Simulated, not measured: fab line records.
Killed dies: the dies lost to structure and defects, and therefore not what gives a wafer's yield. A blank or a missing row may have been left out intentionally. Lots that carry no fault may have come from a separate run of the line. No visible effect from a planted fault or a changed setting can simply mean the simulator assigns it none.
fab line records	flow ritCmos
record: lots: 13	wafers: 39	lastDay: 7
route steps=202 shown NWELL@34 PWELL@45 PLDD@123 SPACER@130 M1@202
lots with no fault: from the same line, run without faults
startH: start of the lot's first displayed wafer, in hours after the record's first day	waitH: hours since the lot's step before	" repeats the value in the row above	L1.1+2: a single row standing in for several wafers	- either no value or no given start	* or withheld: withheld	< > ~ a bound
route shown NAME@n: NAME is a module with steps in the file, n the number in the route of the first one	usual: average and standard deviation across the fault-free wafers	same: alike in all rows	chamber/n: place in a boat	sites: each site's reading	_std_site: standard deviation of those values	_edge_site: mean of outer sites minus mean of inner sites	radiusMm: for every site, how far away it sits from the centre of the wafer	mask NAME#n: copy n	behind: the last tool/chamber to shape the wafer	hold: cause of the lot's hold/its duration in hours/its outcome	device: names the non-switching transistor (n, p or np)	end of line: at the end of the route, the tests of the same wafers	a step given without rows: its recipe and nothing more	killed: count of dies lost to structure and defects at first sort (not the wafer's yield)	map: the dies of a wafer, with x for killed, . for not killed, _ for no die there
set.NAME: the setting the step ran with; set.NAME@STEP: the setting that earlier step ran with	model.NAME: the simulator's own value behind a step, which no gauge read
one table for each step of the route and one row for each wafer, over a sample of lots
services: from which hour (startH, from the record's first day; less than 0 if before it) a tool's chamber was out of use, for how many hours, and why
== steps ==
step: RIT_NWELL_OVL_MEAS_06
usual: NWELL_OVL: -0.5/1.4
lot.wafer	tool	chamber	startH	waitH	NWELL_OVL[nm]
L410.2	overlay-01	-	22.25	-	-4.5
L410.3	"	-	"	"	-1.3
L410.6	"	-	"	"	-3.9
L412.1	overlay-02	-	34.59	-	0.4
L412.3	"	-	"	"	-0.3
L412.4	"	-	"	"	-2.1
L414.1	overlay-01	-	48.13	-	-2.1
L414.3	"	-	"	"	-1.3
L414.5	"	-	"	"	-1.6
L415.3	overlay-02	-	48.39	-	-0.1
L415.4	"	-	"	"	0.7
L415.6	"	-	"	"	-1.9
L418.1	overlay-01	-	61.96	-	-0.5
L418.3	"	-	"	"	-1.4
L418.5	"	-	"	"	-1.5
L424.1	overlay-02	-	90.64	-	0.5
L424.2	"	-	"	"	-1.5
L424.3	"	-	"	"	0.5
L425.1	overlay-01	-	96.34	-	-3.3
L425.3	"	-	"	"	-0.3
L425.5	"	-	"	"	0.6
L426.1	overlay-01	-	101.41	-	-0.4
L426.2	"	-	"	"	-1.4
L426.5	"	-	"	"	-0.7
L427.4	overlay-02	-	105.49	-	-0.1
L427.5	"	-	"	"	0.0
L427.6	"	-	"	"	-0.6
L429.4	overlay-01	-	115.44	-	0.5
L429.5	"	-	"	"	-0.4
L429.6	"	-	"	"	-0.8
L430.1	overlay-02	-	121.26	-	0.6
L430.3	"	-	"	"	1.3
L430.6	"	-	"	"	-1.0
L431.1	overlay-02	-	125.25	-	-2.0
L431.3	"	-	"	"	-1.5
L431.6	"	-	"	"	-1.5
L432.2	overlay-02	-	131.32	-	-0.5
L432.5	"	-	"	"	-1.4
L432.6	"	-	"	"	2.1
step: RIT_PWELL_OVL_MEAS_06
usual: PWELL_OVL: 0.7/1.8
lot.wafer	tool	chamber	startH	waitH	PWELL_OVL[nm]
L410.2	overlay-01	-	23.80	-	0.7
L410.3	"	-	"	"	-0.5
L410.6	"	-	"	"	0.1
L412.1	overlay-01	-	36.14	-	2.4
L412.3	"	-	"	"	3.6
L412.4	"	-	"	"	1.5
L414.1	overlay-01	-	49.81	-	0.0
L414.3	"	-	"	"	1.6
L414.5	"	-	"	"	0.8
L415.3	overlay-02	-	50.06	-	2.9
L415.4	"	-	"	"	2.9
L415.6	"	-	"	"	2.0
L418.1	overlay-01	-	63.63	-	1.1
L418.3	"	-	"	"	1.4
L418.5	"	-	"	"	1.2
L424.1	overlay-02	-	92.32	-	0.9
L424.2	"	-	"	"	-1.2
L424.3	"	-	"	"	0.6
L425.1	overlay-01	-	98.25	-	0.0
L425.3	"	-	"	"	0.5
L425.5	"	-	"	"	-1.1
L426.1	overlay-02	-	103.14	-	2.7
L426.2	"	-	"	"	3.6
L426.5	"	-	"	"	2.4
L427.4	overlay-01	-	107.17	-	-3.3
L427.5	"	-	"	"	-2.3
L427.6	"	-	"	"	-2.9
L429.4	overlay-02	-	116.99	-	1.4
L429.5	"	-	"	"	1.8
L429.6	"	-	"	"	2.6
L430.1	overlay-01	-	122.81	-	0.3
L430.3	"	-	"	"	-1.6
L430.6	"	-	"	"	0.5
L431.1	overlay-01	-	126.80	-	3.3
L431.3	"	-	"	"	5.4
L431.6	"	-	"	"	4.6
L432.2	overlay-01	-	133.00	-	0.5
L432.5	"	-	"	"	-2.6
L432.6	"	-	"	"	-1.0
step: RIT_PLDD_STRIP_09
recipe: chemistry: O2	timeS: 180	resist: NOVOLAK	platenTempC: withheld	powerW: 500	pressureMtorr: 4000	o2FlowSccm: 4000
usual: drypumpMotorCurrentA: 6.3/0.32
lot.wafer	tool	chamber	startH	waitH	drypumpMotorCurrentA	rfHoursCounterH
L410.2	plasmaAsher-04	0	49.67	0.1	6.6	26
L410.3	"	1	"	"	5.7	-
L410.6	"	1	"	"	5.7	-
L412.1	plasmaAsher-01	0	62.65	0.1	6.3	41
L412.3	"	0	"	"	6.4	-
L412.4	"	1	"	"	6.3	-
L414.1	plasmaAsher-01	0	72.02	0.1	6.3	42
L414.3	"	1	"	"	6.4	-
L414.5	"	0	"	"	6.3	-
L415.3	plasmaAsher-04	0	73.86	0.1	6.6	-
L415.4	"	1	"	"	5.7	-
L415.6	"	0	"	"	6.6	-
L418.1	plasmaAsher-04	0	84.95	0.1	6.6	30
L418.3	"	1	"	"	5.7	-
L418.5	"	1	"	"	5.7	-
L424.1	plasmaAsher-03	0	112.61	0.1	6.6	47
L424.2	"	1	"	"	6.2	47
L424.3	"	1	"	"	6.2	-
L425.1	plasmaAsher-01	1	119.26	0.1	6.3	0
L425.3	"	1	"	"	6.4	-
L425.5	"	1	"	"	6.3	-
L426.1	plasmaAsher-04	0	124.13	0.1	6.6	35
L426.2	"	1	"	"	5.7	35
L426.5	"	1	"	"	5.7	-
L427.4	plasmaAsher-03	1	129.35	0.1	6.2	-
L427.5	"	1	"	"	6.2	-
L427.6	"	0	"	"	6.6	-
L429.4	plasmaAsher-01	1	138.26	0.1	6.3	-
L429.5	"	0	"	"	6.3	-
L429.6	"	1	"	"	6.3	-
L430.1	plasmaAsher-03	0	144.01	0.1	6.6	50
L430.3	"	1	"	"	6.2	-
L430.6	"	0	"	"	6.6	-
L431.1	plasmaAsher-04	1	147.35	0.1	5.7	37
L431.3	"	1	"	"	5.7	-
L431.6	"	0	"	"	6.6	-
L432.2	plasmaAsher-03	0	153.06	0.1	6.6	51
L432.5	"	1	"	"	6.2	-
L432.6	"	0	"	"	6.6	-
step: RIT_SPACER_ETCHBACK_05
recipe: targetDepthA: 2500	SF6_flow_sccm: 30	CHF3_flow_sccm: 30	target: Si3N4	chemistry: SF6/CHF3	pressureMtorr: 40	rfW: 250	timeS: 240	stopOn: SiO2
usual: drypumpMotorCurrentA: 5.8/0.31	oesProductAu: 0.842/0.014	rfFwdPowerW: 249.5/0.81	throttleValvePct: 10.23/0.17
lot.wafer	tool	chamber	startH	waitH	drypumpMotorCurrentA	oesProductAu	rfFwdPowerW	rfHoursCounterH	throttleValvePct
L410.2	rieDiel-02	2	52.24	0.0	6.1	0.827	248.0	154	10.15
L410.3	"	0	"	"	5.7	0.823	250.1	3	10.15
L410.6	"	0	"	"	5.7	0.826	250.5	-	10.13
L412.1	rieDiel-02	3	65.51	0.1	6.0	0.830	248.2	16	10.00
L412.3	"	0	"	"	5.7	0.840	249.3	3	10.13
L412.4	"	2	"	"	6.0	0.836	248.9	154	10.16
L414.1	rieDiel-02	2	74.60	0.1	6.1	0.825	247.1	154	10.14
L414.3	"	3	"	"	6.0	0.823	249.5	16	9.97
L414.5	"	0	"	"	5.7	0.818	249.0	-	10.13
L415.3	rieDiel-02	2	76.73	0.0	6.0	0.842	248.3	155	10.19
L415.4	"	3	"	"	6.0	0.834	248.9	16	9.98
L415.6	"	3	"	"	6.0	0.832	249.3	-	9.99
L418.1	rieDiel-02	3	87.53	0.1	6.0	0.830	209.9	17	9.98
L418.3	"	0	"	"	5.7	0.825	249.6	3	10.14
L418.5	"	1	"	"	5.4	0.858	249.3	-	10.60
L424.1	rieDiel-04	3	115.21	0.1	5.3	0.824	249.1	36	10.18
L424.2	"	1	"	"	5.9	0.834	249.4	2	10.22
L424.3	"	0	"	"	5.9	0.846	249.5	2	10.19
L425.1	rieDiel-04	3	122.80	0.1	5.4	0.822	251.2	36	10.19
L425.3	"	0	"	"	5.9	0.847	249.4	2	10.21
L425.5	"	1	"	"	5.8	0.828	249.6	-	10.22
L426.1	rieDiel-03	3	127.66	0.1	6.3	0.844	249.5	1	10.36
L426.2	"	2	"	"	5.6	0.848	248.7	22	10.49
L426.5	"	3	"	"	6.3	0.845	249.9	-	10.36
L427.4	rieDiel-04	1	131.89	0.0	5.9	0.832	250.0	3	10.22
L427.5	"	1	"	"	5.9	0.830	249.7	-	10.23
L427.6	"	2	"	"	6.0	0.849	251.0	-	10.10
L429.4	rieDiel-03	2	140.78	0.0	5.6	0.835	250.1	22	10.49
L429.5	"	0	"	"	5.2	0.873	249.4	-	10.39
L429.6	"	3	"	"	6.3	0.841	249.4	-	10.36
L430.1	rieDiel-04	0	146.60	0.1	5.9	0.850	250.6	2	10.20
L430.3	"	1	"	"	5.9	0.836	250.1	3	10.22
L430.6	"	0	"	"	5.9	0.847	248.9	-	10.19
L431.1	rieDiel-04	0	149.94	0.1	5.9	0.860	249.3	2	10.19
L431.3	"	3	"	"	5.4	0.839	249.5	37	10.20
L431.6	"	0	"	"	5.9	0.851	249.3	-	10.20
L432.2	rieDiel-03	2	155.67	0.0	5.6	0.832	249.7	22	10.48
L432.5	"	3	"	"	6.3	0.853	248.3	-	10.36
L432.6	"	2	"	"	5.6	0.833	250.3	-	10.50
step: RIT_M1_PROBE_99
usual: killed_at_M0_to_M3: 0.0/0.14	killedAtContacts: 0.1/0.29	killedAtFrontEnd: 7/3	killedDies: 8/3	killedOpen: 3.7/2	killedShort: 3.8/2.1
same: grossDies: 264	killed_at_M4_up: 0	killedAtBackSide: 0	killedAtOther: 0
lot.wafer	tool	chamber	startH	waitH	killed_at_M0_to_M3	killedAtContacts	killedAtFrontEnd	killedDies	killedOpen	killedShort
L412.1	prober-01	-	77.08	0.1	0	1	6	7	2	5
L412.3	prober-01	-	77.18	0.2	0	0	2	2	0	2
L412.4	prober-01	-	77.23	0.2	0	0	9	9	6	3
L415.3	prober-02	-	88.29	0.2	0	0	9	9	4	5
L415.4	prober-02	-	88.34	0.2	0	0	8	8	7	1
L415.6	prober-02	-	88.44	0.2	0	0	13	13	6	7
L418.1	prober-01	-	98.50	0.1	0	0	7	7	2	5
L418.3	prober-01	-	98.60	0.2	0	0	13	13	3	10
L418.5	prober-01	-	98.70	0.2	0	0	7	7	5	2
L424.1	prober-01	-	125.97	0.1	0	0	4	4	3	1
L424.2	prober-01	-	126.02	0.1	0	0	7	7	1	6
L424.3	prober-01	-	126.07	0.2	0	0	4	4	3	1
L426.1	prober-01	-	138.67	0.1	0	0	12	12	5	7
L426.2	prober-01	-	138.72	0.1	0	0	7	7	4	3
L426.5	prober-01	-	138.87	0.2	0	0	11	11	8	3
L427.4	prober-02	-	143.11	0.2	0	1	10	11	4	7
L427.5	prober-02	-	143.16	0.2	0	0	12	12	4	8
L427.6	prober-02	-	143.21	0.2	0	0	14	14	6	8
L430.1	prober-01	-	157.50	0.1	0	0	8	8	7	1
L430.3	prober-01	-	157.60	0.2	0	0	6	6	2	4
L430.6	prober-01	-	157.75	0.2	0	0	11	11	3	8
L431.1	prober-02	-	160.98	0.1	0	0	5	5	3	1
L431.3	prober-02	-	161.08	0.2	0	0	3	3	2	1
L431.6	prober-02	-	161.23	0.2	0	0	5	5	1	3
L432.2	prober-01	-	166.98	0.1	0	0	5	5	1	4
L432.5	prober-01	-	167.13	0.2	0	0	6	6	4	2
L432.6	prober-01	-	167.18	0.2	0	0	4	4	3	1
killed by level:class
L412.1 SPACER:geometricParticle:short=2 FOX2:geometricParticle:open=1 GATE:geometricParticle:short=1 REOX:geometricParticle:short=1 SPACER:geometricParticle:open=1 CONTACT:geometricParticle:short=1
L412.3 GATE:geometricParticle:short=1 REOX:geometricParticle:short=1
L412.4 FOX1:geometricParticle:open=2 FOX1:geometricParticle:short=2 GATE:geometricParticle:open=2 REOX:geometricParticle:open=2 SPACER:geometricParticle:short=1
L415.3 GATE:geometricParticle:short=3 FOX1:geometricParticle:open=2 FOX1:geometricParticle:short=1 FOX2:geometricParticle:open=1 SILICIDE:geometricParticle:open=1 SILICIDE:geometricParticle:short=1
L415.4 GATE:geometricParticle:open=3 REOX:geometricParticle:open=2 FOX1:geometricParticle:open=1 SILICIDE:geometricParticle:open=1 SILICIDE:geometricParticle:short=1
L415.6 FOX1:geometricParticle:short=3 SILICIDE:geometricParticle:open=3 ACTIVE:geometricParticle:short=2 FOX1:geometricParticle:open=1 FOX2:geometricParticle:open=1 FOX2:geometricParticle:short=1 GATE:geometricParticle:short=1 GATE:geometricParticle:open=1
L418.1 FOX1:geometricParticle:short=3 GATE:geometricParticle:short=2 GATE:geometricParticle:open=1 STARTING-WAFER:geometricParticle:open=1
L418.3 FOX1:geometricParticle:short=4 GATE:geometricParticle:short=3 REOX:geometricParticle:short=3 FOX1:geometricParticle:open=2 SILICIDE:geometricParticle:open=1
L418.5 FOX1:geometricParticle:short=2 GATE:geometricParticle:open=2 FOX1:geometricParticle:open=1 REOX:geometricParticle:open=1 SPACER:geometricParticle:open=1
L424.1 FOX1:geometricParticle:open=1 GATE:geometricParticle:open=1 REOX:geometricParticle:short=1 SILICIDE:geometricParticle:open=1
L424.2 FOX1:geometricParticle:short=2 SPACER:geometricParticle:short=2 FOX2:geometricParticle:short=1 GATE:geometricParticle:open=1 SILICIDE:geometricParticle:short=1
L424.3 GATE:geometricParticle:open=2 REOX:geometricParticle:short=1 REOX:geometricParticle:open=1
L426.1 GATE:geometricParticle:open=5 SPACER:geometricParticle:short=3 GATE:geometricParticle:short=2 REOX:geometricParticle:short=1 SILICIDE:geometricParticle:short=1
L426.2 GATE:geometricParticle:open=2 GATE:geometricParticle:short=2 FOX2:geometricParticle:open=1 REOX:geometricParticle:short=1 SILICIDE:geometricParticle:open=1
L426.5 GATE:geometricParticle:open=4 REOX:geometricParticle:short=2 FOX1:geometricParticle:open=1 REOX:geometricParticle:open=1 SPACER:geometricParticle:open=1 SPACER:geometricParticle:short=1 SILICIDE:geometricParticle:open=1
L427.4 GATE:geometricParticle:short=6 GATE:geometricParticle:open=1 REOX:geometricParticle:open=1 REOX:geometricParticle:short=1 SPACER:geometricParticle:open=1 CONTACT:geometricParticle:open=1
L427.5 GATE:geometricParticle:short=4 FOX2:geometricParticle:open=2 FOX2:geometricParticle:short=2 FOX1:geometricParticle:open=1 FOX1:geometricParticle:short=1 GATE:geometricParticle:open=1 SPACER:geometricParticle:short=1
L427.6 GATE:geometricParticle:short=4 GATE:geometricParticle:open=3 REOX:geometricParticle:short=2 SPACER:geometricParticle:short=2 FOX2:geometricParticle:open=1 REOX:geometricParticle:open=1 SPACER:geometricParticle:open=1
L430.1 SPACER:geometricParticle:open=3 GATE:geometricParticle:open=2 ACTIVE:geometricParticle:open=1 GATE:geometricParticle:short=1 REOX:geometricParticle:open=1
L430.3 REOX:geometricParticle:short=2 GATE:geometricParticle:short=1 GATE:geometricParticle:open=1 SPACER:geometricParticle:open=1 SILICIDE:geometricParticle:short=1
L430.6 GATE:geometricParticle:short=3 REOX:geometricParticle:short=2 SPACER:geometricParticle:short=2 FOX1:geometricParticle:short=1 GATE:geometricParticle:open=1 REOX:geometricParticle:open=1 SILICIDE:geometricParticle:open=1
L431.1 GATE:geometricParticle:open=2 GATE:geometricParticle:short=1 REOX:geometricParticle:open=1 NWELL:coatMicrobubblePrinted=1
L431.3 FOX1:geometricParticle:open=2 GATE:geometricParticle:short=1
L431.6 FOX2:geometricParticle:short=2 GATE:geometricParticle:open=1 SILICIDE:geometricParticle:short=1 NWELL:coatMicrobubblePrinted=1
L432.2 FOX1:geometricParticle:short=2 REOX:geometricParticle:short=1 SILICIDE:geometricParticle:short=1 SILICIDE:geometricParticle:open=1
L432.5 FOX1:geometricParticle:open=2 GATE:geometricParticle:open=2 FOX2:geometricParticle:short=1 GATE:geometricParticle:short=1
L432.6 SPACER:geometricParticle:open=2 GATE:geometricParticle:open=1 SPACER:geometricParticle:short=1
== services ==
tool	chamber	startH	hours	kind
rieDiel-04	1	33.26	12.4	repair
rieDiel-03	0	36.34	12.2	repair
plasmaAsher-03	-	53.22	1.4	repair
rieDiel-02	-	69.61	0.8	repair
rieDiel-04	-	75.58	2.8	pm
rieDiel-03	-	82.63	1.3	repair
rieDiel-04	-	87.53	0.4	repair
rieDiel-03	-	92.45	0.4	repair
plasmaAsher-01	-	108.75	9.0	pm
plasmaAsher-01	0	108.75	9.0	ventCycle
plasmaAsher-01	1	108.75	9.0	ventCycle
rieDiel-04	2	109.46	16.7	repair
rieDiel-02	2	111.94	8.3	repair
plasmaAsher-03	-	116.76	2.8	pm
plasmaAsher-01	0	117.75	-	clean
plasmaAsher-01	1	117.75	-	clean
rieDiel-03	0	126.46	5.0	repair
rieDiel-02	2	129.24	-	clean
rieDiel-02	2	129.24	20.4	scheduledDown
rieDiel-02	2	129.24	20.4	ventCycle
rieDiel-03	2	130.14	9.4	repair
rieDiel-04	2	147.38	-	clean
rieDiel-04	2	147.38	24.0	scheduledDown
rieDiel-04	2	147.38	24.0	ventCycle
== key ==
firstSign: step: RIT_SPACER_ETCHBACK_05	reading: rfFwdPowerW	direction: down	sigmas: 49	usual: 249.5	struck: 209.9
effect none on later readings
metAt RIT_SPACER_ETCHBACK_05
struckLots L418
struckWafers L418.1
testerLeftOut L418
notActingAt RIT_NWELL_OVL_MEAS_06,RIT_PWELL_OVL_MEAS_06,RIT_PLDD_STRIP_09
onsetBetween 76.73 87.53
fault: kind: processParameterDrift	tool: rieDiel-02	chamber: 3	onsetH: 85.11	steps: RIT_SPACER_ETCHBACK_05	channel: rfW	offset: -40	shape: step	endH: 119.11	actsIn: theseRecipesOnly	stated: 250
testerLeftOut: of these lots the tester's yield and bins aren't shown, on N5 and GAA mostly nor the transistor test; their killed dies are dies lost to structure and defects alone, not to doping, threshold or leakage, so they don't give the yield
